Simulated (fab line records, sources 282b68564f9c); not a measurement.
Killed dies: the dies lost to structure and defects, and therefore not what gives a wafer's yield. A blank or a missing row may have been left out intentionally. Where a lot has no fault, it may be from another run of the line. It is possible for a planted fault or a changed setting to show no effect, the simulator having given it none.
Comparing a struck lot with a sound one ; flow rit-cmos ; 44 out of 202 route steps
Sound: wafers L793.1, L793.2, L793.4. Wafers struck: L806.2, L806.3, L806.4. The cause is named last.
Per side, at each step with rows, come the tool, then ch with its chambers, and then its first start. Under that, the readings that differ: sound wafers ; struck wafers ; difference of the means ; sigmas: that difference in standard deviations of wafers without a fault.
alike: a reading whose means differ by less than 2 such deviations, as well as words and numbers matching on both sides. not compared: withheld readings; readings where some wafer has no value; bounds like >300 that might hide an equal value; numbers whose values overlap and for which the record gives no deviation.
A row with sigmas, a row that says differs or no value, or rows on one side alone: a step with any of these is where the two part. Numbers that have no deviation but don't overlap get no sigmas and don't part them. Lack of a reading on every wafer of one side parts them only where that side has two or more wafers.

first, 4 steps without rows for these wafers: RIT_PLDD_SOFTBAKE_02 (time 60 s); RIT_PLDD_EXPOSE_03 (exposes mask M8, target cd 40900 nm); RIT_PLDD_PEB_04; RIT_PLDD_DEVELOP_05 (develop time 50 s).
RIT_PLDD_OVL_MEAS_06:
  sound on overlay-02, day 2 21:17; struck on overlay-01, day 5 18:52
  alike: PLDD_OVL
then, 2 steps without rows for these wafers: RIT_PLDD_HARDBAKE_07 (time 60 s); RIT_PLDD_IMPLANT_08.
RIT_PLDD_STRIP_09: strips in O2, time 180 s.
  sound on plasma-asher-01 ch 0,1, day 2 21:37; struck on plasma-asher-04 ch 0,1, day 5 19:12
  alike: drypump-motor-current-A
  not compared: rf-hours-counter-h
RIT_PLDD_TW_MEAS_10:
  sound on film-metro-01, day 2 21:47; struck on film-metro-04, day 5 19:23
  alike: PLDD_TW
then, 3 steps without rows for these wafers: RIT_SPACER_CLEAN_00 (cleans in SC1, time 600 s); RIT_SPACER_CLEAN_01 (cleans in dHF, time 30 s); RIT_SPACER_CLEAN_02 (cleans in SC2, time 600 s).
RIT_SPACER_CVD_03: deposits Si3N4 from SiH2Cl2/NH3, target thk 250 nm, time 3300 s.
  sound on lpcvd-02 ch 0, day 2 22:15; struck on lpcvd-01 ch 1, day 5 19:48
reading;sound;struck;difference;sigmas
sih2cl2-flow-sccm (sccm);59.85 60.01 59.85;47.67 47.98 47.80;-12.09;-86
model.Si3N4_of_SPACER_CVD_03.thk-nm (nm);248.7 247.9 247.7;240.6 242.8 242.9;-6.0;
RIT_SPACER_THK_MEAS_04:
  sound on film-metro-02, day 3 00:10; struck on film-metro-03, day 5 21:44
reading;sound;struck;difference;sigmas
SPACER_NITRIDE_THK (nm);248.7 247.9 247.8;240.6 242.6 242.9;-6.1;-3
RIT_SPACER_ETCHBACK_05: etches Si3N4 in SF6/CHF3, stops on SiO2, target depth 250 nm, time 240 s.
  sound on rie-diel-04 ch 1,2,3, day 3 00:14; struck on rie-diel-04 ch 2,3, day 5 21:47
reading;sound;struck;difference;sigmas
model.etch.depth-nm (nm);248.7 247.9 247.7;240.6 242.8 242.9;-6.0;
  alike: drypump-motor-current-A, oes-product-au, throttle-valve-pct
  not compared: rf-hours-counter-h
then, 6 steps without rows for these wafers: RIT_NSD_HMDS_00 (prime time 60 s); RIT_NSD_COAT_01 (resist thk 1000 nm); RIT_NSD_SOFTBAKE_02 (time 60 s); RIT_NSD_EXPOSE_03 (exposes mask M9, target cd 40700 nm); RIT_NSD_PEB_04; RIT_NSD_DEVELOP_05 (develop time 50 s).
RIT_NSD_OVL_MEAS_06:
  sound on overlay-02, day 3 01:14; struck on overlay-02, day 5 22:47
  alike: NSD_OVL
then, 2 steps without rows for these wafers: RIT_NSD_HARDBAKE_07 (time 60 s); RIT_NSD_IMPLANT_08.
RIT_NSD_STRIP_09: strips in O2, time 180 s.
  sound on plasma-asher-02 ch 0,1, day 3 01:34; struck on plasma-asher-04 ch 0,1, day 5 23:07
  alike: drypump-motor-current-A
  not compared: rf-hours-counter-h
RIT_NSD_TW_MEAS_10:
  sound on film-metro-01, day 3 01:44; struck on film-metro-01, day 5 23:18
  alike: NSD_TW
then, 6 steps without rows for these wafers: RIT_PSD_HMDS_00 (prime time 60 s); RIT_PSD_COAT_01 (resist thk 1000 nm); RIT_PSD_SOFTBAKE_02 (time 60 s); RIT_PSD_EXPOSE_03 (exposes mask M10, target cd 40900 nm); RIT_PSD_PEB_04; RIT_PSD_DEVELOP_05 (develop time 50 s).
RIT_PSD_OVL_MEAS_06:
  sound on overlay-02, day 3 02:39; struck on overlay-02, day 6 00:12
  alike: PSD_OVL
then, 2 steps without rows for these wafers: RIT_PSD_HARDBAKE_07 (time 60 s); RIT_PSD_IMPLANT_08.
RIT_PSD_STRIP_09: strips in O2, time 180 s.
  sound on plasma-asher-03 ch 0,1, day 3 02:59; struck on plasma-asher-02 ch 0,1, day 6 00:32
  alike: drypump-motor-current-A
  not compared: rf-hours-counter-h
RIT_PSD_TW_MEAS_10:
  sound on film-metro-01, day 3 03:10; struck on film-metro-04, day 6 00:43
  alike: PSD_TW
then, 3 steps without rows for these wafers: RIT_SDANNEAL_CLEAN_00 (cleans in SC1, time 600 s); RIT_SDANNEAL_CLEAN_01 (cleans in dHF, time 30 s); RIT_SDANNEAL_CLEAN_02 (cleans in SC2, time 600 s).
RIT_SDANNEAL_RTA_03: time 5 s.
  sound on rtp-anneal-01 ch 0, day 3 03:35; struck on rtp-anneal-02 ch 0, day 6 01:11
  alike: ramp-down-c-per-s, ramp-up-c-per-s, wafer_temp_C_max
RIT_SDANNEAL_RS_MEAS_04: uses a four-point probe to measure.
  sound on film-metro-04, day 3 03:39; struck on film-metro-04, day 6 01:15
  alike: PSD_RS
RIT_SILICIDE_WET_ETCH_00: etches SiO2 in BOE, target depth 14 nm, time 15 s.
  sound on wet-bench-03 ch 3, day 3 04:08; struck on wet-bench-03 ch 0, day 6 01:43
reading;sound;struck;difference;sigmas
model.Si3N4_of_SPACER_CVD_03.thk-nm (nm);193.6 193.8 192.4;187.3 188.1 189.1;-5.1;
RIT_M1_PROBE_99:
  sound on prober-01, day 3 10:54; struck on prober-02, day 6 09:06
reading;sound;struck;difference;sigmas
killed_at_M0_to_M3;0 0 0;0 1 0;+0;+3
model.etest.pwell-pinched.rs-ohm-sq;458.3 448.8 452.4;472.3 474.4 471.7;+19.6;
  alike: killed-at-contacts, killed-at-front-end, killed-dies, killed-open, killed-short
  not compared: model.etest.nplus-sal.width-nm, model.etest.nwell-pinched.rs-ohm-sq, model.etest.diode-nplus-comb.cj-ff-um2

## WHERE THEY PART
At RIT_SPACER_CVD_03 first; at RIT_M1_PROBE_99 last (within this record only).

WHY: whatever the simulator had introduced
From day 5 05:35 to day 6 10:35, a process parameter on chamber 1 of lpcvd-01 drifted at RIT_SPACER_CVD_03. From 60, the setting sih2cl2-flow-sccm moved by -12. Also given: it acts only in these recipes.
